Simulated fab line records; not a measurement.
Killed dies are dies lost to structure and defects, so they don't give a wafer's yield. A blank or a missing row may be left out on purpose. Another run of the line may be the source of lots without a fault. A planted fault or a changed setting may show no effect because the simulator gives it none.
Which tool is to blame? ; flow berkeley-cmos170 ; Sampling: 14 lots, 42 wafers, 5 of 331 route steps

WHAT EACH GAUGE READ, for each wafer
UCB170_ACTIVE_THK_MEAS_03.
lot;measured;on;ACTIVE_OXIDE_THK (nm)
L123;day 4 08:37;film-metro-04;26.7 26.5 26.3
L125;day 4 15:36;film-metro-02;26.3 26.8 27.0
L124;day 4 15:37;film-metro-01;26.4 26.1 26.3
L127;day 5 04:29;film-metro-02;26.8 26.7 26.4
L128;day 5 04:29;film-metro-04;27.0 26.2 26.0
L126;day 5 04:30;film-metro-01;25.9 25.9 26.3
L131;day 6 03:14;film-metro-01;27.3 27.0 26.7
L134;day 6 18:37;film-metro-04;26.6 26.4 26.7
L133;day 6 18:37;film-metro-01;26.8 26.2 26.7
L139;day 7 19:04;film-metro-04;27.3 27.0 27.1
L136;day 7 19:07;film-metro-01;26.7 26.6 26.6
L140;day 8 02:35;film-metro-04;27.0 27.1 26.7
L144;day 8 20:03;film-metro-01;26.6 26.5 25.9
L145;day 8 20:04;film-metro-04;25.7 25.5 25.8

UCB170_M1_OVL_MEAS_10.
lot;measured;on;M1_OVL (nm)
L123;day 8 03:55;overlay-01;-1 -7 -6
L125;day 8 12:50;overlay-01;2 -1 -5
L124;day 8 13:43;overlay-01;5 7 11
L127;day 9 04:05;overlay-02;0 -7 -2
L128;day 9 05:16;overlay-02;7 2 0
L126;day 9 06:12;overlay-01;-7 -12 -2
L131;day 10 04:49;overlay-01;4 8 10
L134;day 10 17:36;overlay-02;9 8 3
L133;day 10 15:41;overlay-01;7 5 0
L139;day 11 17:26;overlay-02;5 7 3
L136;day 11 15:50;overlay-02;-1 1 -2
L140;day 11 23:02;overlay-02;-9 8 6
L144;day 12 11:59;overlay-02;-4 10 9
L145;day 12 08:25;overlay-01;2 3 2

UCB170_M1_CD_MEAS_90: the cd target is 700 nm.
lot;measured;on;cd-nm (nm)
L123;day 8 04:14;cd-sem-02;697.1 697.9 701.8
L125;day 8 13:09;cd-sem-01;698.1 702.7 699.4
L124;day 8 14:03;cd-sem-02;700.9 701.6 700.5
L127;day 9 04:23;cd-sem-02;703.2 698.5 698.5
L128;day 9 05:35;cd-sem-01;701.3 697.5 699.9
L126;day 9 06:41;cd-sem-01;705.6 703.7 707.7
L131;day 10 05:08;cd-sem-02;698.3 701.7 696.8
L134;day 10 17:55;cd-sem-01;702.5 702.2 703.2
L133;day 10 16:00;cd-sem-02;696.8 704.9 705.9
L139;day 11 17:44;cd-sem-02;715.6 713.6 715.4
L136;day 11 16:08;cd-sem-01;713.1 717.9 715.2
L140;day 11 23:21;cd-sem-01;700.1 699.5 698.8
L144;day 12 12:28;cd-sem-02;703.8 701.9 701.9
L145;day 12 08:53;cd-sem-01;702.6 699.2 702.3

UCB170_M3_OVL_MEAS_16.
lot;measured;on;M3_OVL (nm)
L123;day 8 15:43;overlay-01;6 3 1
L125;day 9 00:05;overlay-02;0 0 -4
L124;day 9 02:02;overlay-01;-2 1 0
L127;day 9 22:18;overlay-01;-1 3 -4
L128;day 9 23:48;overlay-01;10 2 3
L126;day 9 23:13;overlay-02;-5 -1 1
L131;day 10 17:20;overlay-01;-5 1 0
L134;day 11 07:21;overlay-01;4 -1 0
L133;day 11 04:07;overlay-02;-6 -6 -13
L140;day 12 16:29;overlay-02;-1 -3 -1
L144;day 13 03:30;overlay-01;1 15 -3
L145;day 12 21:37;overlay-02;-2 -1 1

WHAT TOOL EACH LOT RAN ON (gives the tool, then ch and the chambers of the sampled wafers, and finally the start)
lot;UCB170_M1_METAL_ETCH_12
L123;rie-metal-04 ch 0,1, day 8 03:59
L125;rie-metal-04 ch 0,1, day 8 12:55
L124;rie-metal-02 ch 0,1, day 8 13:49
L127;rie-metal-04 ch 0,1, day 9 04:10
L128;rie-metal-02 ch 0,1, day 9 05:20
L126;rie-metal-01 ch 0, day 9 06:22
L131;rie-metal-01 ch 0,1, day 10 04:53
L134;rie-metal-04 ch 0,1, day 10 17:41
L133;rie-metal-02 ch 0,1, day 10 15:45
L139;rie-metal-02 ch 0,1, day 11 17:31
L136;rie-metal-02 ch 0,1, day 11 15:54
L140;rie-metal-04 ch 1, day 11 23:06
L144;rie-metal-04 ch 0,1, day 12 12:04
L145;rie-metal-04 ch 0,1, day 12 08:29
- UCB170_M1_METAL_ETCH_12: etches Al in Cl2/BCl3, stops on PSG, target depth 780 nm, time 130 s.

WHAT THE TOOLS THEMSELVES READ (means of the sampled wafers that have a number; where no wafer has one, the mark that the record gives instead)
UCB170_M1_METAL_ETCH_12.
lot;tool;chamber-pressure-mTorr (mTorr);drypump-motor-current-A (A);mfc-cl2-sccm (sccm);oes-product-au (a.u.);throttle-valve-pct (%)
L123;rie-metal-04;12.407;5.5;89.97;0.870;24.1
L125;rie-metal-04;12.417;5.5;89.88;0.865;24.1
L124;rie-metal-02;12.417;6.3;90.09;0.845;23.9
L127;rie-metal-04;12.409;5.5;90.05;0.867;24.1
L128;rie-metal-02;12.422;6.0;90.12;0.835;24.0
L126;rie-metal-01;12.422;5.5;89.98;0.859;23.3
L131;rie-metal-01;12.409;5.7;90.02;0.847;23.6
L134;rie-metal-04;12.414;5.4;89.92;0.860;24.2
L133;rie-metal-02;12.417;6.0;89.59;0.847;24.0
L139;rie-metal-02;12.411;6.0;89.76;0.699;24.0
L136;rie-metal-02;12.411;6.3;89.98;0.692;24.0
L140;rie-metal-04;12.405;5.5;90.40;0.871;23.8
L144;rie-metal-04;12.411;5.5;90.07;0.866;24.1
L145;rie-metal-04;12.407;5.4;89.55;0.855;24.3

THE ANSWER, worked out from the rows above alone
Rule: usual is defined by the lots themselves. Put in order of their means at a reading, lots are off if they are a third of the lots or fewer, leave a main group of 4 or more, and stand apart from it by a gap of 3 or more times the standard deviation of the main group's means; of several such gaps the widest counts. Not used: any main group whose means are identical at the precision the tables above print for the reading. Also off: a lot with no number at a reading for which 4 or more lots have one. Where the step has rows for the other lots, those lots are counted as sound. After the gauges, taken in route order, come the tools' own readings; for these a lot's mean is taken, as printed above. At the first step where some lot is off, the reading lying furthest off is the one used; lots without a number count as furthest.
Off at UCB170_M1_CD_MEAS_90 (cd-nm): L139, L136. The main group has a mean of 701.1 nm with a standard deviation of 1.9.
A tool fits if, at a process step before that reading, it ran every lot that is off, and no sound lot after the first of them. The gauges at UCB170_M1_CD_MEAS_90 aren't tried: what is off there is off at UCB170_M1_METAL_ETCH_12 too, on other tools, and a gauge's error can't cause that. One fits: rie-metal-02 at UCB170_M1_METAL_ETCH_12. A fault onset in the window from L133 (day 10 15:45, its last sound lot) to L136 (day 11 15:54, its first lot off) fits.
The tool's own readings at UCB170_M1_METAL_ETCH_12 bear it out: on the lots that are off they differ by more than 5 times the standard deviation of the sound lots' means. oes-product-au reads 0.696 a.u. there against 0.857 a.u. on the sound lots.

WHAT WAS PUT IN BY THE SIMULATOR
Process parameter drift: rie-metal-02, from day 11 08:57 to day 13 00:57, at UCB170_M1_METAL_ETCH_12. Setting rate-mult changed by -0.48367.
Shown lots that were struck: L139, L136. The rule above reached the same finding.
